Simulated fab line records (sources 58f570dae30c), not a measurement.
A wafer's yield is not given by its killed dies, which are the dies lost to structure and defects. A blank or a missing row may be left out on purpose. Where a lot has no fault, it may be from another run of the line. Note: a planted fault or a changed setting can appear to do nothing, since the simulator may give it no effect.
Which tool was responsible? :: flow berkeleyCmos170 :: at 1 step of a route of 331, 7 lots with 21 wafers sampled

WHAT THE GAUGES SHOWED, per wafer
UCB170_PFIELD_TW_MEAS_09.
lot: L720
measured: day 5 00:16
on: filmMetro-04
PFIELD_TW: 598 599 595

lot: L724
measured: day 5 17:43
on: filmMetro-03
PFIELD_TW: 597 595 596

lot: L728
measured: day 6 12:48
on: filmMetro-03
PFIELD_TW: 592 590 597

lot: L732
measured: day 7 07:53
on: filmMetro-02
PFIELD_TW: 602 599 600

lot: L735
measured: day 7 19:11
on: filmMetro-02
PFIELD_TW: 597 597 598

lot: L737
measured: day 8 02:40
on: filmMetro-04
PFIELD_TW: 598 598 599

lot: L739
measured: day 8 15:02
on: filmMetro-03
PFIELD_TW: 593 592 596

TOOL THAT RAN EACH LOT (tool first, then ch and the chambers of the sampled wafers, then the start)
The record holds no process step before these readings.

THE ANSWER, worked out from the rows above alone
Rule: usual is defined by the lots themselves. Put in order of their means at a reading, lots are off if they are a third of the lots or fewer, leave a main group of 4 or more, and stand apart from it by a gap of 3 or more times the standard deviation of the main group's means; of several such gaps the widest counts. A main group is skipped when, at the precision printed for the reading in the tables above, its means are all equal. A lot without any number at a reading at which 4 lots or more have one is off too. All remaining lots with rows at the step are treated as sound.
Across all readings shown, no lot is off: no conclusion can be drawn from this.

WHAT HAD BEEN PUT IN BY THE SIMULATOR
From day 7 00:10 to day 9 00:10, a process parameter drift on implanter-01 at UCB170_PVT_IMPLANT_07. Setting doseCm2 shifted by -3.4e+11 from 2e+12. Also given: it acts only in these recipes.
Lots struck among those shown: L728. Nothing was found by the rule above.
